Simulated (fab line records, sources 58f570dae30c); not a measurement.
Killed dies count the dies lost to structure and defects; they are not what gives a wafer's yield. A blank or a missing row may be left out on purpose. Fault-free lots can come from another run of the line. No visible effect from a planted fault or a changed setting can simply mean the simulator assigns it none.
fab line records	flow berkeley-cmos170
record lots=7	wafers=21	last-day=12
route steps=331 shown BACKSIDE@202 SDANNEAL@204 PSD@206 NSD@207 PLDD@208 NLDD@209 SILICIDE@210 M3@331
lots untouched by any fault: they come from a run of this same line in which no faults occurred
start-h: hours from the record's opening day to when the first of the lot's shown wafers began	wait-h: hours from the lot's prior step to this one	" unchanged from the row above	L1.1+2: one row covering several wafers at once	- no value present, or no start provided	* or withheld: withheld	< > ~ a bound
route shown NAME@n: names a module that has steps shown in the file, with the first one's number in the route	usual: mean/standard deviation taken from wafers without a fault	same: alike in all rows	chamber/n: place in a boat	sites: readings site by site	_std_site: standard deviation across them	_edge_site: outer sites' mean less inner sites'	radius-mm: how far each site lies from the wafer's centre	mask NAME#n: copy n	behind: the last tool/chamber to shape the wafer	hold: what put the lot on hold/how long, in hours/how the hold closed	device: which transistor (n, p or np) failed to switch	end of line: at the end of the route, the tests of the same wafers	a step given without rows: its recipe and nothing more	killed: dies that structure and defects cost at the first sort, which is not the same as the wafer's yield	map: a wafer's dies, x killed, . not, _ none there
set.NAME: the setting that was run; set.NAME@STEP: the one run at that earlier step	model.NAME: the simulator's own value behind a step, which no gauge read
lots seen at some steps along the route; tables by step, rows by wafer
services: the hour from which a tool's chamber was out of use, counted from the record's first day as start-h (under 0 if before that day), plus the number of hours and why
## steps
# step UCB170_BACKSIDE_STRIP_03
# recipe chemistry=O2	power-w=400	pressure-mtorr=3500	platen-temp-c=withheld	o2-flow-sccm=400	overash-fraction=0.5
# usual drypump-motor-current-A=5.9/0.49	oes-product-au=0.735/0.0048	strip-time-to-endpoint-s=21.94/0.063
# same overash-fraction=0.5
lot.wafer	tool	chamber	start-h	wait-h	drypump-motor-current-A	oes-product-au	rf-hours-counter-h	strip-time-to-endpoint-s
L361.1	plasma-asher-04	0	183.20	0.1	6.6	0.735	41	21.86
L361.2	"	1	"	"	6.1	0.732	41	21.95
L361.4	"	0	"	"	6.6	0.738	-	21.90
L366.2	plasma-asher-01	1	204.40	0.1	5.4	0.733	10	21.93
L366.3	"	1	"	"	5.4	0.737	-	21.92
L366.6	"	1	"	"	5.4	0.735	-	21.92
L372.3	plasma-asher-03	1	225.33	0.1	5.3	0.726	-	21.90
L372.5	"	1	"	"	5.3	0.731	-	21.99
L372.6	"	0	"	"	5.6	0.741	-	21.90
L373.3	plasma-asher-01	1	238.69	0.1	5.4	0.735	-	21.94
L373.4	"	0	"	"	6.4	0.734	-	21.90
L373.6	"	0	"	"	6.4	0.726	-	21.84
L375.1	plasma-asher-03	0	238.72	0.1	5.7	0.725	49	21.93
L375.2	"	1	"	"	5.3	0.742	49	21.94
L375.5	"	1	"	"	5.3	0.737	-	21.95
L374.4	plasma-asher-01	0	238.79	0.1	6.4	0.734	-	21.97
L374.5	"	0	"	"	6.4	0.731	-	21.92
L374.6	"	1	"	"	5.4	0.730	-	22.01
L378.1	plasma-asher-01	0	256.03	0.1	6.4	0.737	16	21.95
L378.2	"	1	"	"	5.4	0.732	16	22.02
L378.4	"	0	"	"	6.4	0.741	-	22.01
# step UCB170_BACKSIDE_CLEAN_04
# recipe chemistry=SPM	temp-c=120	time-s=600
# step UCB170_SDANNEAL_RTA_00
# recipe temp-c=900	time-s=10	ambient=N2
# usual anneal-temp-c-max=904.8/1.5	lamp-power-pct=22.6/2	wafer_temp_C_max=902.3/0.5
lot.wafer	tool	chamber	start-h	wait-h	anneal-temp-c-max	lamp-power-pct	wafer_temp_C_max
L361.1	rtp-anneal-02	0	183.47	0.0	904.6	20.8	902.3
L361.2	"	0	"	"	904.6	20.8	901.9
L361.4	"	0	"	"	903.7	20.7	902.2
L366.2	rtp-anneal-01	0	204.69	0.0	908.7	24.7	902.3
L366.3	"	0	"	"	906.3	24.7	902.3
L366.6	"	0	"	"	906.2	24.7	902.2
L372.3	rtp-anneal-01	0	225.59	0.0	906.7	24.7	902.7
L372.5	"	0	"	"	905.5	24.7	901.8
L372.6	"	0	"	"	906.5	24.7	901.9
L375.1	rtp-anneal-01	0	239.97	0.0	906.3	24.7	902.7
L375.2	"	0	"	"	905.0	24.7	902.5
L375.5	"	0	"	"	904.8	24.7	902.1
L373.3	rtp-anneal-02	0	240.00	0.0	902.5	20.8	902.7
L373.4	"	0	"	"	904.4	20.8	902.2
L373.6	"	0	"	"	904.2	20.8	901.9
L374.4	rtp-anneal-02	0	240.13	0.2	904.8	20.8	903.0
L374.5	"	0	"	"	901.8	20.8	902.2
L374.6	"	0	"	"	903.3	20.8	902.0
L378.1	rtp-anneal-01	0	256.32	0.0	907.5	24.8	903.0
L378.2	"	0	"	"	904.4	24.7	902.7
L378.4	"	0	"	"	908.8	24.7	902.0
# step UCB170_SDANNEAL_RTA_01
# recipe temp-c=1050	time-s=5	ambient=N2
# usual anneal-temp-c-max=1055.6/1.7	lamp-power-pct=35/3	wafer_temp_C_max=1052.7/0.55
lot.wafer	tool	chamber	start-h	wait-h	anneal-temp-c-max	lamp-power-pct	wafer_temp_C_max
L361.1	rtp-anneal-02	0	183.54	0.1	1054.5	32	1052.1
L361.2	"	0	"	"	1055.5	32	1053.2
L361.4	"	0	"	"	1053.7	32	1051.5
L366.2	rtp-anneal-01	0	204.75	0.1	1056.6	38	1052.8
L366.3	"	0	"	"	1056.7	38	1053.4
L366.6	"	0	"	"	1055.9	38	1053.1
L372.3	rtp-anneal-01	0	225.65	0.1	1057.0	38	1053.3
L372.5	"	0	"	"	1061.1	38	1053.4
L372.6	"	0	"	"	1059.8	38	1052.6
L375.1	rtp-anneal-01	0	240.04	0.1	1055.1	38	1052.6
L375.2	"	0	"	"	1057.3	38	1053.1
L375.5	"	0	"	"	1058.9	38	1053.0
L373.3	rtp-anneal-02	0	240.06	0.1	1054.1	32	1052.8
L373.4	"	0	"	"	1054.1	32	1051.5
L373.6	"	0	"	"	1053.1	32	1052.9
L374.4	rtp-anneal-02	0	240.19	0.1	1054.0	32	1052.4
L374.5	"	0	"	"	1054.3	32	1052.5
L374.6	"	0	"	"	1055.0	32	1052.8
L378.1	rtp-anneal-01	0	256.39	0.1	1055.5	38	1053.0
L378.2	"	0	"	"	1057.4	38	1052.2
L378.4	"	0	"	"	1056.0	38	1053.1
# step UCB170_SDANNEAL_RS_MEAS_02
# recipe thk-meas-gauge=four-point-probe
# usual PSD_RS=75.4/0.36
lot.wafer	tool	chamber	start-h	wait-h	PSD_RS[ohm/sq]
L361.1	film-metro-03	-	183.60	0.0	75.9
L361.2	"	-	"	"	75.6
L361.4	"	-	"	"	75.9
L366.2	film-metro-02	-	204.82	0.1	75.6
L366.3	"	-	"	"	76.0
L366.6	"	-	"	"	75.9
L372.3	film-metro-02	-	225.73	0.1	75.0
L372.5	"	-	"	"	74.8
L372.6	"	-	"	"	74.9
L375.1	film-metro-01	-	240.10	0.0	75.2
L375.2	"	-	"	"	75.3
L375.5	"	-	"	"	75.1
L373.3	film-metro-03	-	240.14	0.1	75.2
L373.4	"	-	"	"	75.2
L373.6	"	-	"	"	75.3
L374.4	film-metro-02	-	240.28	0.1	75.5
L374.5	"	-	"	"	75.5
L374.6	"	-	"	"	75.4
L378.1	film-metro-02	-	256.45	0.0	75.0
L378.2	"	-	"	"	75.4
L378.4	"	-	"	"	75.3
# step UCB170_SDANNEAL_RS_MEAS_03
# recipe thk-meas-gauge=four-point-probe
# usual NSD_RS=37.26/0.08
lot.wafer	tool	chamber	start-h	wait-h	NSD_RS[ohm/sq]
L361.1	film-metro-03	-	183.72	0.1	37.30
L361.2	"	-	"	"	37.31
L361.4	"	-	"	"	37.26
L366.2	film-metro-02	-	204.94	0.1	37.28
L366.3	"	-	"	"	37.22
L366.6	"	-	"	"	37.28
L372.3	film-metro-02	-	225.85	0.1	37.29
L372.5	"	-	"	"	37.12
L372.6	"	-	"	"	37.23
L375.1	film-metro-01	-	240.22	0.1	37.18
L375.2	"	-	"	"	37.16
L375.5	"	-	"	"	37.09
L373.3	film-metro-03	-	240.26	0.1	37.31
L373.4	"	-	"	"	37.29
L373.6	"	-	"	"	37.28
L374.4	film-metro-02	-	240.40	0.1	37.31
L374.5	"	-	"	"	37.17
L374.6	"	-	"	"	37.30
L378.1	film-metro-02	-	256.57	0.1	37.24
L378.2	"	-	"	"	37.29
L378.4	"	-	"	"	37.22
# step UCB170_SDANNEAL_RS_MEAS_04
# recipe thk-meas-gauge=four-point-probe
# usual PLDD_RS=1031.5/2.8
lot.wafer	tool	chamber	start-h	wait-h	PLDD_RS[ohm/sq]
L361.1	film-metro-03	-	183.84	0.1	1032.1
L361.2	"	-	"	"	1034.7
L361.4	"	-	"	"	1032.4
L366.2	film-metro-02	-	205.06	0.1	1031.6
L366.3	"	-	"	"	1028.6
L366.6	"	-	"	"	1035.2
L372.3	film-metro-02	-	225.97	0.1	1032.8
L372.5	"	-	"	"	1034.9
L372.6	"	-	"	"	1031.6
L375.1	film-metro-01	-	240.34	0.1	1033.3
L375.2	"	-	"	"	1030.6
L375.5	"	-	"	"	1029.6
L373.3	film-metro-03	-	240.38	0.1	1029.9
L373.4	"	-	"	"	1032.9
L373.6	"	-	"	"	1026.1
L374.4	film-metro-02	-	240.52	0.1	1030.7
L374.5	"	-	"	"	1035.2
L374.6	"	-	"	"	1033.0
L378.1	film-metro-02	-	256.69	0.1	1034.6
L378.2	"	-	"	"	1032.7
L378.4	"	-	"	"	1029.1
# step UCB170_SDANNEAL_RS_MEAS_05
# recipe thk-meas-gauge=four-point-probe
# usual NLDD_RS=616.0/1.4
lot.wafer	tool	chamber	start-h	wait-h	NLDD_RS[ohm/sq]
L361.1	film-metro-03	-	183.96	0.1	616.8
L361.2	"	-	"	"	615.9
L361.4	"	-	"	"	615.5
L366.2	film-metro-02	-	205.18	0.1	613.6
L366.3	"	-	"	"	613.9
L366.6	"	-	"	"	616.8
L372.3	film-metro-02	-	226.09	0.1	617.4
L372.5	"	-	"	"	616.0
L372.6	"	-	"	"	616.3
L375.1	film-metro-01	-	240.46	0.1	614.3
L375.2	"	-	"	"	613.0
L375.5	"	-	"	"	613.4
L373.3	film-metro-03	-	240.50	0.1	616.1
L373.4	"	-	"	"	616.0
L373.6	"	-	"	"	615.6
L374.4	film-metro-02	-	240.64	0.1	616.2
L374.5	"	-	"	"	616.4
L374.6	"	-	"	"	616.6
L378.1	film-metro-02	-	256.81	0.1	616.0
L378.2	"	-	"	"	616.1
L378.4	"	-	"	"	614.9
# step UCB170_SILICIDE_PRE_CLEAN_00
# recipe gas=Ar	preclean-etch-time-s=60
# step UCB170_SILICIDE_SPUTTER_01
# recipe material=Ti	target-thk-nm=30	time-s=23.77	power-w=1500	chamber-pressure-pa=0.5
# usual cathode-dc-power-W=1500.0/0.28	throttle-valve-pct=30.0/0.82
lot.wafer	tool	chamber	start-h	wait-h	cathode-dc-power-W	throttle-valve-pct
L361.1	pvd-sputter-04	-	184.14	0.0	1499.8	30.0
L361.2	"	-	"	"	1499.6	29.7
L361.4	"	-	"	"	1500.1	29.9
L366.2	pvd-sputter-01	-	205.35	0.0	1499.5	29.1
L366.3	"	-	"	"	1499.6	30.5
L366.6	"	-	"	"	1500.3	28.9
L372.3	pvd-sputter-01	-	226.24	0.0	1500.2	29.1
L372.5	"	-	"	"	1500.0	29.0
L372.6	"	-	"	"	1499.7	30.3
L373.3	pvd-sputter-04	-	240.64	0.0	1499.9	29.7
L373.4	"	-	"	"	1499.7	29.7
L373.6	"	-	"	"	1499.8	29.8
L375.1	pvd-sputter-02	-	240.64	0.0	1500.0	30.6
L375.2	"	-	"	"	1499.6	30.8
L375.5	"	-	"	"	1500.1	31.2
L374.4	pvd-sputter-01	-	240.77	0.0	1499.9	28.3
L374.5	"	-	"	"	1499.7	28.7
L374.6	"	-	"	"	1499.8	28.3
L378.1	pvd-sputter-02	-	257.00	0.0	1499.7	30.6
L378.2	"	-	"	"	1499.8	30.8
L378.4	"	-	"	"	1499.6	30.9
# step UCB170_SILICIDE_RS_MEAS_02
# recipe thk-meas-gauge=four-point-probe	reads=Ti_of_SILICIDE_SPUTTER_01
# usual SILICIDE_TI_RS=27.8/0.46
lot.wafer	tool	chamber	start-h	wait-h	SILICIDE_TI_RS[ohm/sq]
L361.1	film-metro-04	-	184.17	0.0	27.4
L361.2	"	-	"	"	27.8
L361.4	"	-	"	"	27.5
L366.2	film-metro-04	-	205.40	0.0	28.2
L366.3	"	-	"	"	28.1
L366.6	"	-	"	"	28.8
L372.3	film-metro-04	-	226.31	0.1	28.2
L372.5	"	-	"	"	28.1
L372.6	"	-	"	"	28.0
L375.1	film-metro-01	-	240.70	0.0	27.2
L375.2	"	-	"	"	26.9
L375.5	"	-	"	"	27.3
L373.3	film-metro-04	-	240.73	0.1	28.1
L373.4	"	-	"	"	27.7
L373.6	"	-	"	"	28.3
L374.4	film-metro-02	-	240.86	0.1	28.1
L374.5	"	-	"	"	28.2
L374.6	"	-	"	"	28.1
L378.1	film-metro-04	-	257.03	0.0	28.0
L378.2	"	-	"	"	27.9
L378.4	"	-	"	"	27.8
# step UCB170_SILICIDE_THK_MEAS_03
# recipe thk-meas-gauge=xrf	reads=Ti_of_SILICIDE_SPUTTER_01
# usual SILICIDE_TI_THK=28.8/0.43
lot.wafer	tool	chamber	start-h	wait-h	SILICIDE_TI_THK[nm]
L361.1	film-metro-04	-	184.29	0.1	29.3
L361.2	"	-	"	"	28.6
L361.4	"	-	"	"	28.8
L366.2	film-metro-04	-	205.51	0.1	28.4
L366.3	"	-	"	"	28.4
L366.6	"	-	"	"	28.0
L372.3	film-metro-04	-	226.41	0.1	28.4
L372.5	"	-	"	"	28.7
L372.6	"	-	"	"	28.6
L375.1	film-metro-01	-	240.82	0.1	29.3
L375.2	"	-	"	"	29.8
L375.5	"	-	"	"	29.3
L373.3	film-metro-04	-	240.83	0.1	28.3
L373.4	"	-	"	"	28.6
L373.6	"	-	"	"	28.3
L374.4	film-metro-02	-	240.95	0.1	28.3
L374.5	"	-	"	"	28.2
L374.6	"	-	"	"	28.1
L378.1	film-metro-04	-	257.15	0.1	28.5
L378.2	"	-	"	"	28.7
L378.4	"	-	"	"	28.7
# step UCB170_SILICIDE_RTA_04
# recipe temp-c=650	time-s=15	ambient=N2
# usual lamp-power-pct=9.8/0.84	wafer_temp_C_max=651.6/0.39
lot.wafer	tool	chamber	start-h	wait-h	lamp-power-pct	wafer_temp_C_max
L361.1	rtp-anneal-02	0	184.35	0.1	8.9	651.8
L361.2	"	0	"	"	8.9	652.2
L361.4	"	0	"	"	8.9	650.5
L366.2	rtp-anneal-01	0	205.57	0.1	10.6	652.0
L366.3	"	0	"	"	10.6	651.4
L366.6	"	0	"	"	10.6	651.9
L372.3	rtp-anneal-01	0	226.48	0.1	9.7	626.6
L372.5	"	0	"	"	9.7	627.3
L372.6	"	0	"	"	9.7	626.4
L375.1	rtp-anneal-02	0	240.88	0.1	8.9	651.4
L375.2	"	0	"	"	8.9	651.4
L375.5	"	0	"	"	8.9	651.4
L373.3	rtp-anneal-01	0	240.90	0.1	9.7	626.0
L373.4	"	0	"	"	9.7	626.2
L373.6	"	0	"	"	9.7	626.9
L374.4	rtp-anneal-01	0	241.02	0.1	9.7	626.5
L374.5	"	0	"	"	9.8	626.6
L374.6	"	0	"	"	9.7	626.3
L378.1	rtp-anneal-02	0	257.21	0.1	8.9	652.6
L378.2	"	0	"	"	8.9	651.6
L378.4	"	0	"	"	8.9	651.7
# step UCB170_SILICIDE_WET_ETCH_05
# recipe chemistry=SPM	time-s=45	temp-c=120	target=Ti
# step UCB170_M3_PROBE_99
lot.wafer	tool	chamber	start-h	wait-h	model.etest.ppoly-line.line-ohm-um	model.etest.npoly-line.line-ohm-um	model.etest.npoly-line.width-nm	model.etest.ppoly-line.width-nm	model.etest.ppoly-line.rs-ohm-sq	model.etest.npoly-line.rs-ohm-sq	model.etest.ppoly-sal.rs-ohm-sq	model.etest.pplus-sal.line-ohm-um
L361.1	prober-02	-	206.82	0.1	15.25	14.94	326.2	326.9	4.996	4.896	4.234	5.423
L361.2	prober-02	-	206.87	0.1	15.44	15	324.6	325.5	5.003	4.897	4.266	5.532
L361.4	prober-02	-	206.97	0.2	15.61	15.29	327.3	324.9	5.036	4.885	4.224	5.671
L366.2	prober-01	-	229.14	0.1	16.04	15.54	319.2	318.2	5.095	5.003	4.252	5.6
L366.3	prober-01	-	229.19	0.2	15.55	15.22	322.2	319.7	5.023	4.947	4.249	5.295
L366.6	prober-01	-	229.34	0.2	15.93	15.79	321.8	321.7	5.154	5.05	4.316	5.734
L372.3	prober-01	-	250.06	0.2	21.71	21.25	327.4	325.4	7.077	6.935	5.64	6.692
L372.5	prober-01	-	250.16	0.2	21.98	20.5	327.2	326.7	7.109	6.905	5.63	6.825
L372.6	prober-01	-	250.21	0.2	21.98	21.29	325.7	325.3	7.17	6.937	5.692	6.992
L374.4	prober-02	-	265.12	0.2	21.72	21.32	330.2	328	7.176	6.962	5.703	6.844
L374.6	prober-02	-	265.22	0.2	22.39	21.13	328.6	324.8	7.24	7.007	5.775	6.93
L373.3	prober-01	-	266.13	0.2	21.38	21.01	330.4	331.3	7.019	6.872	5.625	6.725
L373.4	prober-01	-	266.18	0.2	21.37	20.53	330	330	7.04	6.867	5.627	6.777
L373.6	prober-01	-	266.28	0.2	21.59	20.91	329.1	328.3	7.043	6.863	5.665	6.757
L375.1	prober-02	-	266.47	0.1	15.49	15.17	323.7	321.3	4.967	4.841	4.187	5.225
L375.2	prober-02	-	266.52	0.1	15.18	15.18	323.7	321	4.899	4.84	4.122	5.191
L375.5	prober-02	-	266.67	0.2	15.38	14.94	323.4	323.8	4.954	4.86	4.233	5.49
L378.1	prober-01	-	281.75	0.1	15.5	15.41	318.4	319.8	5.044	4.932	4.236	5.529
L378.2	prober-01	-	281.80	0.1	15.86	15.36	322.3	321.9	5.032	4.945	4.27	5.245
L378.4	prober-01	-	281.90	0.2	15.72	15.19	323	322.4	5.033	4.891	4.255	5.266
# killed by level:class
L361.1 GATE:geometric-particle:open=2 WELLDRIVE:geometric-particle:short=1 GATE:geometric-particle:short=1 SILICIDE:geometric-particle:open=1 V1:geometric-particle:open=1
L361.2 START:geometric-particle:open=1 WELLDRIVE:geometric-particle:open=1
L361.4 WELLDRIVE:geometric-particle:short=1 GATE:geometric-particle:open=1 SPACER:geometric-particle:open=1
L366.2 GATE:geometric-particle:short=2 GATE:geometric-particle:open=2 SILICIDE:geometric-particle:short=1
L366.3 ACTIVE:geometric-particle:open=1
L366.6 FIELD:geometric-particle:short=1 SACOX:geometric-particle:short=1 SPACER:geometric-particle:open=1 CONTACT:geometric-particle:open=1
L372.3 V2:geometric-particle:open=2 WELLDRIVE:geometric-particle:short=1 M1:geometric-particle:short=1 M2:geometric-particle:short=1 M3:geometric-particle:short=1
L372.5 SACOX:geometric-particle:open=1
L372.6 WELLDRIVE:geometric-particle:short=1 CONTACT:geometric-particle:short=1 M2:geometric-particle:short=1
L373.3 GATE:geometric-particle:short=2 V1:geometric-particle:short=2 START:geometric-particle:open=1 SILICIDE:geometric-particle:open=1 M1:geometric-particle:short=1
L373.4 SILICIDE:geometric-particle:open=2 SILICIDE:geometric-particle:short=1 M2:geometric-particle:short=1 V2:geometric-particle:open=1
L373.6 GATE:geometric-particle:short=1 V2:geometric-particle:open=1
L375.1 SACOX:geometric-particle:short=1 GATE:geometric-particle:open=1 SPACER:geometric-particle:open=1 SILICIDE:geometric-particle:open=1 M2:geometric-particle:short=1
L375.2 WELLDRIVE:geometric-particle:short=1
L375.5 SPACER:geometric-particle:short=1
L378.1 FIELD:geometric-particle:short=2 WELLDRIVE:geometric-particle:short=1 GATE:geometric-particle:short=1 GATE:geometric-particle:open=1 SILICIDE:geometric-particle:open=1 V1:geometric-particle:open=1
L378.2 GATE:geometric-particle:short=1 M3:geometric-particle:open=1
L378.4 FIELD:geometric-particle:short=1 FIELD:geometric-particle:open=1 SPACER:geometric-particle:open=1
## services
tool	chamber	start-h	hours	kind
plasma-asher-03	-	175.78	0.5	repair
plasma-asher-04	-	192.81	0.7	repair
pvd-sputter-01	-	198.89	2.1	repair
pvd-sputter-01	3	204.91	-	consumable-replace:kit
pvd-sputter-01	3	204.91	18.0	scheduled-down
pvd-sputter-01	3	204.91	18.0	vent-cycle
pvd-sputter-02	-	241.93	7.1	repair
plasma-asher-03	-	245.91	23.3	pm
## key
first-sign step=UCB170_SILICIDE_RTA_04	reading=wafer_temp_C_max	direction=down	sigmas=64	usual=*	struck=*
effect none on later readings
model-effect step=UCB170_M3_PROBE_99	value=etest.ppoly-line.line-ohm-um	without=15.81	struck=21.76
met-at UCB170_SILICIDE_RTA_04
struck-wafers L372.3,L372.5,L372.6,L373.3,L373.4,L373.6,L374.4,L374.5,L374.6
sort-left-out L374.4,L374.5,L374.6
tester-left-out L372,L373,L374
onset-between 205.57 226.48
fault kind=process-parameter-drift	tool=rtp-anneal-01	chamber=-	onset-h=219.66	steps=UCB170_SILICIDE_RTA_04	channel=temp-c	offset=*	shape=step	end-h=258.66	acts-in=*	stated=*
# tester-left-out: of these lots the tester's yield and bins aren't shown, on N5 and GAA mostly nor the transistor test; their killed dies are dies lost to structure and defects alone, not to doping, threshold or leakage, so they don't give the yield
# sort-left-out: the simulated sort isn't trusted on such a fault, so these wafers' sort isn't shown, and their yield isn't known
